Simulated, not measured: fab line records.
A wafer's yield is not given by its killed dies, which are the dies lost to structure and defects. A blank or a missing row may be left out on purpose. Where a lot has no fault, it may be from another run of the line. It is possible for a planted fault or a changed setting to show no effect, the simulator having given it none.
fab line records	flow rit_cmos
record lots=6	wafers=18	last_day=7
route steps=202 shown ACTIVE@2 FOX1@20 FOX2@23 M1@202
lots untouched by any fault: they come from a run of this same line in which no faults occurred
start_h: hours from the record's first day to the start of the lot's first wafer shown	wait_h: hours from the lot's prior step to this one	" the same as in the row above	L1.1+2: a row that stands for several wafers	- no value, or no start given	* or withheld: withheld	< > ~ a bound
route shown NAME@n: NAME is a module with steps in the file, n the number in the route of the first one	usual: mean and standard deviation over wafers with no fault	same: alike in all rows	chamber/n: place in a boat	sites: each site's reading	_std_site: their standard deviation	_edge_site: outer sites' mean less inner sites'	radius_mm: how far each site lies from the wafer's centre	mask NAME#n: copy n	behind: the tool/chamber that last shaped the wafer	hold: cause of the lot's hold/its duration in hours/its outcome	device: the transistor (n, p or np) that didn't switch	end of line: the route-end tests of the same wafers	where a step has no rows: the recipe by itself	killed: at the first sort, the dies lost to defects and structure; wafer yield is something else	map: the dies of a wafer, with x for killed, . for not killed, _ for no die there
set.NAME: the run value of the setting; set.NAME@STEP: its run value at that earlier step	model.NAME: the simulator's own value behind a step, which no gauge read
certain route steps with their lots: each step a table, each wafer a row
services: when a tool's chamber went out of use (start_h, in hours from the record's first day, below 0 if earlier), for how many hours, and the reason
## steps
# step RIT_ACTIVE_OXIDATION_01
# recipe temp_c=1000	ambient=O2	target_thk_a=468	ox_time_s=3360
# step RIT_ACTIVE_THK_MEAS_02
# recipe reads=SiO2_of_ACTIVE_OXIDATION_01
# usual ACTIVE_OXIDE_THK=47.2/0.84
lot.wafer	tool	chamber	start_h	wait_h	ACTIVE_OXIDE_THK[nm]
L855.3	film_metro-04	-	12.07	0.0	48.3
L855.4	"	-	"	"	47.9
L855.6	"	-	"	"	47.5
L870.1	film_metro-04	-	87.05	0.0	46.0
L870.2	"	-	"	"	46.7
L870.6	"	-	"	"	46.7
L875.2	film_metro-03	-	112.55	0.0	46.8
L875.3	"	-	"	"	46.6
L875.6	"	-	"	"	46.7
L876.2	film_metro-04	-	117.06	0.0	47.6
L876.4	"	-	"	"	47.5
L876.5	"	-	"	"	48.0
L877.2	film_metro-04	-	122.06	0.0	47.6
L877.3	"	-	"	"	46.5
L877.5	"	-	"	"	47.0
L878.1	film_metro-04	-	127.05	0.0	47.7
L878.3	"	-	"	"	47.3
L878.5	"	-	"	"	47.2
# step RIT_ACTIVE_CVD_03
# recipe material=Si3N4	target_thk_nm=150	temp_c=810	precursor=SiH2Cl2/NH3	time_s=1500	pressure_mtorr=300	sih2cl2_flow_sccm=60	nh3_flow_sccm=150
# step RIT_ACTIVE_THK_MEAS_04
# recipe reads=Si3N4_of_ACTIVE_CVD_03
# usual ACTIVE_NITRIDE_THK=150.8/1.7
lot.wafer	tool	chamber	start_h	wait_h	ACTIVE_NITRIDE_THK[nm]
L855.3	film_metro-04	-	13.55	0.0	151.4
L855.4	"	-	"	"	151.7
L855.6	"	-	"	"	153.9
L870.1	film_metro-01	-	88.53	0.0	153.2
L870.2	"	-	"	"	151.9
L870.6	"	-	"	"	152.4
L875.2	film_metro-04	-	114.02	0.0	152.6
L875.3	"	-	"	"	154.1
L875.6	"	-	"	"	152.7
L876.2	film_metro-04	-	118.54	0.0	152.7
L876.4	"	-	"	"	152.8
L876.5	"	-	"	"	153.2
L877.2	film_metro-04	-	123.54	0.0	150.2
L877.3	"	-	"	"	149.3
L877.5	"	-	"	"	150.0
L878.1	film_metro-04	-	128.53	0.0	148.6
L878.3	"	-	"	"	148.5
L878.5	"	-	"	"	148.6
# step RIT_ACTIVE_HMDS_05
# recipe prime_time_s=60	prime_temp_c=140
# step RIT_ACTIVE_COAT_06
# recipe resist=NOVOLAK	spin_rpm=3250	resist_thk_nm=1000
# step RIT_ACTIVE_SOFTBAKE_07
# recipe resist=NOVOLAK	temp_c=90	time_s=60
# step RIT_ACTIVE_EXPOSE_08
# recipe mask_id=M1	na=0.6	source_shape=conventional	sigma_outer=0.6	target_cd_nm=1400	dose_mj=225
# step RIT_ACTIVE_PEB_09
# recipe resist=NOVOLAK	temp_c=withheld	time_s=withheld
# step RIT_ACTIVE_DEVELOP_10
# recipe resist=NOVOLAK	develop_time_s=50	dev_temp_c=23
# step RIT_ACTIVE_CD_MEAS_11
# recipe target_cd_nm=1400
# usual cd_nm=1399.5/2.4
lot.wafer	tool	chamber	start_h	wait_h	cd_nm
L855.3	cd_sem-01	-	14.48	-	1400.6
L855.4	"	-	"	"	1401.0
L855.6	"	-	"	"	1400.9
L870.1	cd_sem-02	-	89.56	-	1398.6
L870.2	"	-	"	"	1397.7
L870.6	"	-	"	"	1399.1
L875.2	cd_sem-01	-	115.19	-	1399.4
L875.3	"	-	"	"	1399.8
L875.6	"	-	"	"	1401.4
L876.2	cd_sem-02	-	119.46	-	1404.7
L876.4	"	-	"	"	1402.1
L876.5	"	-	"	"	1400.7
L877.2	cd_sem-02	-	124.46	-	1399.7
L877.3	"	-	"	"	1397.4
L877.5	"	-	"	"	1397.6
L878.1	cd_sem-02	-	129.56	-	1395.9
L878.3	"	-	"	"	1396.6
L878.5	"	-	"	"	1397.5
# step RIT_ACTIVE_HARDBAKE_12
# recipe resist=NOVOLAK	temp_c=140	time_s=60
# step RIT_ACTIVE_ETCH_13
# recipe stop_on=SiO2	chemistry=SF6	target=Si3N4	time_s=210	over_etch_frac=0.4	SF6_flow_sccm=200	pressure_mtorr=260	rf_w=125	target_depth_a=2100
# usual SF6_flow_sccm=200.0/0.54	drypump_motor_current_A=5.8/0.51	oes_product_au=0.819/0.01	run_length_s=238.4/0.47	throttle_valve_pct=7.48/0.13
lot.wafer	tool	chamber	start_h	wait_h	SF6_flow_sccm	drypump_motor_current_A	oes_product_au	rf_hours_counter_h	run_length_s	throttle_valve_pct	model.SiO2_of_ACTIVE_OXIDATION_01.thk_nm
L855.3	rie_diel-03	3	14.71	0.1	200.6	5.6	0.836	124	239.0	7.53	48.3
L855.4	"	0	"	"	200.1	6.3	0.822	108	237.9	7.34	47.92
L855.6	"	3	"	"	200.5	5.6	0.832	-	239.1	7.53	47.53
L870.1	rie_diel-01	2	89.83	0.1	199.6	5.7	0.838	24	238.3	7.39	45.9
L870.2	"	3	"	"	199.9	5.2	0.827	98	237.7	7.48	45.37
L870.6	"	0	"	"	200.6	5.5	0.803	-	239.5	7.65	46.08
L875.2	rie_diel-01	3	115.44	0.1	200.0	5.2	0.813	98	245.0	7.49	42.97
L875.3	"	1	"	"	200.8	6.4	0.794	151	245.2	7.60	42.81
L875.6	"	0	"	"	199.5	5.5	0.787	-	246.2	7.66	43.54
L876.2	rie_diel-01	1	119.71	0.1	199.3	6.4	0.796	151	245.8	7.62	43.77
L876.4	"	3	"	"	199.8	5.1	0.814	99	245.1	7.47	43.68
L876.5	"	3	"	"	199.3	5.1	0.813	-	244.8	7.48	44.21
L877.2	rie_diel-03	1	124.71	0.1	199.8	5.9	0.802	67	238.5	7.32	47.69
L877.3	"	2	"	"	199.3	5.5	0.818	43	238.4	7.22	46.51
L877.5	"	2	"	"	199.0	5.6	0.826	-	238.1	7.21	46.99
L878.1	rie_diel-04	1	129.83	0.1	199.7	5.0	0.812	65	238.1	7.51	47.22
L878.3	"	2	"	"	199.7	6.8	0.811	12	238.6	7.52	45.49
L878.5	"	0	"	"	199.7	6.1	0.822	-	238.2	7.59	46.43
# step RIT_ACTIVE_STRIP_14
# recipe chemistry=O2	time_s=180	resist=NOVOLAK	platen_temp_c=withheld	power_w=500	pressure_mtorr=4000	o2_flow_sccm=4000
# usual drypump_motor_current_A=5.9/0.6
lot.wafer	tool	chamber	start_h	wait_h	drypump_motor_current_A	rf_hours_counter_h
L855.3	plasma_asher-02	1	14.90	0.1	5.1	-
L855.4	"	0	"	"	6.2	-
L855.6	"	1	"	"	5.1	-
L870.1	plasma_asher-01	0	89.97	0.1	5.2	22
L870.2	"	1	"	"	5.2	22
L870.6	"	0	"	"	5.2	-
L875.2	plasma_asher-03	1	115.58	0.1	5.7	50
L875.3	"	0	"	"	6.7	-
L875.6	"	1	"	"	5.7	-
L876.2	plasma_asher-03	0	119.84	0.1	6.7	51
L876.4	"	0	"	"	6.7	-
L876.5	"	0	"	"	6.7	-
L877.2	plasma_asher-02	1	124.84	0.1	5.1	52
L877.3	"	1	"	"	5.1	-
L877.5	"	1	"	"	5.1	-
L878.1	plasma_asher-03	1	129.97	0.1	5.7	52
L878.3	"	0	"	"	6.7	-
L878.5	"	1	"	"	5.7	-
# step RIT_ACTIVE_CD_MEAS_90
# recipe target_cd_nm=1400
# usual cd_nm=1399.5/2.4
lot.wafer	tool	chamber	start_h	wait_h	cd_nm
L855.3	cd_sem-02	-	15.06	0.1	1401.3
L855.4	"	-	"	"	1401.1
L855.6	"	-	"	"	1401.6
L870.1	cd_sem-02	-	90.14	0.1	1398.6
L870.2	"	-	"	"	1397.6
L870.6	"	-	"	"	1399.5
L875.2	cd_sem-01	-	115.77	0.1	1399.8
L875.3	"	-	"	"	1399.8
L875.6	"	-	"	"	1401.8
L876.2	cd_sem-02	-	120.04	0.1	1405.1
L876.4	"	-	"	"	1401.7
L876.5	"	-	"	"	1400.6
L877.2	cd_sem-02	-	125.04	0.1	1399.6
L877.3	"	-	"	"	1397.9
L877.5	"	-	"	"	1397.7
L878.1	cd_sem-01	-	130.14	0.1	1395.7
L878.3	"	-	"	"	1396.6
L878.5	"	-	"	"	1397.8
# step RIT_ACTIVE_CLEAN_15
# recipe chemistry=SC1	mix=3:3:50	time_s=600	temp_c=75
# step RIT_ACTIVE_CLEAN_16
# recipe chemistry=dHF	dilution=50:1	time_s=30
# step RIT_ACTIVE_CLEAN_17
# recipe chemistry=SC2	mix=3:3:50	time_s=600	temp_c=75	dry=n2_spin
# step RIT_FOX1_OXIDATION_00
# recipe temp_c=1100	ambient=H2O	target_thk_a=3507	p_h2o_torr=720	ox_time_s=1130
# step RIT_FOX1_THK_MEAS_01
# recipe reads=SiO2_of_FOX1_OXIDATION_00
# usual FOX1_OXIDE_THK=355/7.4
lot.wafer	tool	chamber	start_h	wait_h	FOX1_OXIDE_THK[nm]
L855.3	film_metro-02	-	18.09	0.0	353
L855.4	"	-	"	"	352
L855.6	"	-	"	"	350
L870.1	film_metro-02	-	91.94	0.0	355
L870.2	"	-	"	"	353
L870.6	"	-	"	"	352
L875.2	film_metro-04	-	117.56	0.0	362
L875.3	"	-	"	"	357
L875.6	"	-	"	"	360
L876.2	film_metro-02	-	121.83	0.0	353
L876.4	"	-	"	"	358
L876.5	"	-	"	"	352
L877.2	film_metro-04	-	126.83	0.0	354
L877.3	"	-	"	"	360
L877.5	"	-	"	"	357
L878.1	film_metro-04	-	132.18	0.0	354
L878.3	"	-	"	"	358
L878.5	"	-	"	"	358
# step RIT_FOX1_WET_ETCH_02
# recipe chemistry=BOE	target_depth_nm=350	time_s=390	temp_c=21.5	dry=n2_spin	dilution=10:1	target=SiO2
# step RIT_FOX2_OXIDATION_00
# recipe temp_c=1100	ambient=H2O	target_thk_a=3507	p_h2o_torr=720	ox_time_s=1130
# step RIT_FOX2_THK_MEAS_01
# recipe reads=SiO2_of_FOX2_OXIDATION_00
# usual FOX2_OXIDE_THK=354/6.2
lot.wafer	tool	chamber	start_h	wait_h	FOX2_OXIDE_THK[nm]
L855.3	film_metro-03	-	19.58	0.0	357
L855.4	"	-	"	"	362
L855.6	"	-	"	"	366
L870.1	film_metro-02	-	93.43	0.0	344
L870.2	"	-	"	"	345
L870.6	"	-	"	"	341
L875.2	film_metro-03	-	119.05	0.0	362
L875.3	"	-	"	"	358
L875.6	"	-	"	"	360
L876.2	film_metro-02	-	123.32	0.0	347
L876.4	"	-	"	"	348
L876.5	"	-	"	"	347
L877.2	film_metro-02	-	128.38	0.0	352
L877.3	"	-	"	"	351
L877.5	"	-	"	"	353
L878.1	film_metro-02	-	133.67	0.0	354
L878.3	"	-	"	"	354
L878.5	"	-	"	"	357
# step RIT_FOX2_CLEAN_02
# recipe chemistry=dHF	dilution=50:1	time_s=180
# step RIT_FOX2_WET_ETCH_03
# recipe chemistry=H3PO4	target=Si3N4	target_depth_nm=195	temp_c=165	time_s=2700
# usual run_length_s=2726.8/2.6
lot.wafer	tool	chamber	start_h	wait_h	run_length_s	model.SiO2_of_ACTIVE_OXIDATION_01.thk_nm
L855.3	wet_bench-01	3	19.68	0.0	2727.1	42.91
L855.4	"	3	"	"	2727.1	42.57
L855.6	"	3	"	"	2727.1	42.21
L870.1	wet_bench-04	1	93.56	0.0	2726.0	40.78
L870.2	"	1	"	"	2726.0	40.3
L870.6	"	1	"	"	2726.0	40.91
L875.2	wet_bench-04	1	119.16	0.0	2726.6	38.16
L875.3	"	1	"	"	2726.6	38
L875.6	"	1	"	"	2726.6	38.62
L876.2	wet_bench-02	1	123.43	0.0	2725.9	38.76
L876.4	"	1	"	"	2725.9	38.69
L876.5	"	1	"	"	2725.9	39.14
L877.2	wet_bench-02	3	128.49	0.0	2726.8	42.46
L877.3	"	3	"	"	2726.8	41.4
L877.5	"	3	"	"	2726.8	41.85
L878.1	wet_bench-02	3	133.79	0.0	2727.3	41.82
L878.3	"	3	"	"	2727.3	40.3
L878.5	"	3	"	"	2727.3	41.15
# step RIT_FOX2_THK_MEAS_90
# recipe reads=SiO2_of_FOX2_OXIDATION_00
# usual FIELD_OXIDE_LEFT_1_THK=327/6.2
lot.wafer	tool	chamber	start_h	wait_h	FIELD_OXIDE_LEFT_1_THK[nm]
L855.3	film_metro-02	-	20.46	0.0	330
L855.4	"	-	"	"	335
L855.6	"	-	"	"	338
L870.1	film_metro-03	-	94.32	0.0	317
L870.2	"	-	"	"	317
L870.6	"	-	"	"	313
L875.2	film_metro-02	-	119.93	0.0	334
L875.3	"	-	"	"	330
L875.6	"	-	"	"	332
L876.2	film_metro-02	-	124.20	0.0	319
L876.4	"	-	"	"	320
L876.5	"	-	"	"	320
L877.2	film_metro-02	-	129.25	0.0	325
L877.3	"	-	"	"	324
L877.5	"	-	"	"	326
L878.1	film_metro-03	-	134.55	0.0	327
L878.3	"	-	"	"	326
L878.5	"	-	"	"	330
# step RIT_M1_PROBE_99
# usual killed_at_contacts=0.1/0.26	killed_at_front_end=7.5/2.8	killed_dies=7.6/2.8	killed_open=3.9/2.1	killed_short=3.7/1.7
# same gross_dies=264	killed_at_M0_to_M3=0	killed_at_M4_up=0	killed_at_back_side=0	killed_at_other=0
lot.wafer	tool	chamber	start_h	wait_h	killed_at_contacts	killed_at_front_end	killed_dies	killed_open	killed_short
L855.3	prober-01	-	57.64	0.2	0	11	11	5	6
L855.4	prober-01	-	57.69	0.2	0	14	14	7	7
L855.6	prober-01	-	57.79	0.2	0	5	5	2	3
L870.1	prober-02	-	131.15	0.1	0	5	5	1	4
L870.2	prober-02	-	131.20	0.1	0	9	9	7	2
L870.6	prober-02	-	131.40	0.2	0	8	8	2	6
L875.2	prober-01	-	158.47	0.1	0	5	5	3	2
L875.3	prober-01	-	158.52	0.2	0	13	13	9	4
L875.6	prober-01	-	158.67	0.2	0	5	5	3	2
L876.2	prober-02	-	162.78	0.1	0	9	9	3	6
L876.4	prober-02	-	162.88	0.2	0	6	6	2	4
L876.5	prober-02	-	162.93	0.2	0	6	6	5	1
L877.2	prober-01	-	169.53	0.1	0	12	12	6	5
L877.3	prober-01	-	169.58	0.2	0	3	3	2	1
L877.5	prober-01	-	169.68	0.2	0	11	11	6	5
L878.1	prober-02	-	173.53	0.1	0	8	8	5	3
L878.3	prober-02	-	173.63	0.2	0	7	7	3	4
L878.5	prober-02	-	173.73	0.2	1	11	12	7	5
# killed by level:class
L855.3 FOX2:geometric_particle:open=2 GATE:geometric_particle:open=2 REOX:geometric_particle:short=2 SPACER:geometric_particle:short=2 GATE:geometric_particle:short=1 SPACER:geometric_particle:open=1 SILICIDE:geometric_particle:short=1
L855.4 GATE:geometric_particle:short=4 FOX1:geometric_particle:open=3 GATE:geometric_particle:open=3 FOX1:geometric_particle:short=1 FOX2:geometric_particle:short=1 SILICIDE:geometric_particle:short=1 SILICIDE:geometric_particle:open=1
L855.6 GATE:geometric_particle:short=2 FOX1:geometric_particle:open=1 FOX2:geometric_particle:short=1 GATE:geometric_particle:open=1
L870.1 SPACER:geometric_particle:short=2 GATE:geometric_particle:short=2 GATE:geometric_particle:open=1
L870.2 SPACER:geometric_particle:open=4 FOX1:geometric_particle:open=1 FOX2:geometric_particle:open=1 FOX2:geometric_particle:short=1 REOX:geometric_particle:open=1 SPACER:geometric_particle:short=1
L870.6 FOX1:geometric_particle:short=4 SPACER:geometric_particle:short=2 FOX1:geometric_particle:open=1 SPACER:geometric_particle:open=1
L875.2 GATE:geometric_particle:open=3 GATE:geometric_particle:short=2
L875.3 GATE:geometric_particle:open=7 GATE:geometric_particle:short=3 FOX2:geometric_particle:open=2 FOX2:geometric_particle:short=1
L875.6 GATE:geometric_particle:open=2 GATE:geometric_particle:short=1 REOX:geometric_particle:open=1 SILICIDE:geometric_particle:short=1
L876.2 GATE:geometric_particle:short=2 GATE:geometric_particle:open=2 REOX:geometric_particle:short=2 FOX1:geometric_particle:short=1 FOX2:geometric_particle:short=1 REOX:geometric_particle:open=1
L876.4 FOX2:geometric_particle:short=1 FOX2:geometric_particle:open=1 GATE:geometric_particle:short=1 REOX:geometric_particle:short=1 SILICIDE:geometric_particle:open=1 SILICIDE:geometric_particle:short=1
L876.5 GATE:geometric_particle:open=2 FOX2:geometric_particle:open=1 SILICIDE:geometric_particle:open=1 GATE:geometric_particle:short=1 REOX:geometric_particle:open=1
L877.2 FOX1:geometric_particle:open=2 GATE:geometric_particle:open=2 SPACER:geometric_particle:short=2 FOX1:geometric_particle:short=1 FOX2:geometric_particle:short=1 REOX:geometric_particle:short=1 SPACER:geometric_particle:open=1 SILICIDE:geometric_particle:open=1
L877.3 FOX1:geometric_particle:short=1 FOX1:geometric_particle:open=1 SPACER:geometric_particle:open=1
L877.5 FOX1:geometric_particle:open=2 GATE:geometric_particle:open=2 GATE:geometric_particle:short=2 FOX1:geometric_particle:short=1 FOX2:geometric_particle:short=1 REOX:geometric_particle:short=1 SPACER:geometric_particle:open=1 SILICIDE:geometric_particle:open=1
L878.1 GATE:geometric_particle:open=4 FOX2:geometric_particle:short=1 GATE:geometric_particle:short=1 SILICIDE:geometric_particle:open=1 SILICIDE:geometric_particle:short=1
L878.3 GATE:geometric_particle:open=3 GATE:geometric_particle:short=2 SILICIDE:geometric_particle:short=2
L878.5 SPACER:geometric_particle:open=3 GATE:geometric_particle:open=2 GATE:geometric_particle:short=2 FOX1:geometric_particle:short=1 REOX:geometric_particle:short=1 REOX:geometric_particle:open=1 SPACER:geometric_particle:short=1 CONTACT:geometric_particle:open=1
## services
tool	chamber	start_h	hours	kind
rie_diel-04	3	15.52	8.3	repair
rie_diel-01	-	23.02	0.5	repair
rie_diel-03	2	55.58	11.1	repair
rie_diel-04	3	91.18	26.1	repair
rie_diel-04	3	123.26	11.2	repair
plasma_asher-03	-	132.28	2.8	pm
## key
first_sign step=RIT_ACTIVE_ETCH_13	reading=run_length_s	direction=up	sigmas=15	usual=*	struck=*
effect step=RIT_ACTIVE_ETCH_13	reading=oes_product_au	direction=down	sigmas=1.6	usual=0.819	struck=0.803
model_effect step=RIT_ACTIVE_ETCH_13	value=SiO2_of_ACTIVE_OXIDATION_01.thk_nm	without=45.9	struck=43.5
model_effect step=RIT_FOX2_WET_ETCH_03	value=SiO2_of_ACTIVE_OXIDATION_01.thk_nm	without=40.69	struck=38.56
met_at RIT_ACTIVE_ETCH_13
struck_wafers L875.2,L875.3,L875.6,L876.2,L876.4,L876.5
tester_left_out L875,L876
onset_between 89.83 115.44
fault kind=process_parameter_drift	tool=rie_diel-01	chamber=-	onset_h=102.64	steps=RIT_ACTIVE_ETCH_13	channel=time_s	offset=*	shape=step	end_h=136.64	acts_in=*	stated=*
# tester_left_out: of these lots the tester's yield and bins aren't shown, on N5 and GAA mostly nor the transistor test; their killed dies are dies lost to structure and defects alone, not to doping, threshold or leakage, so they don't give the yield
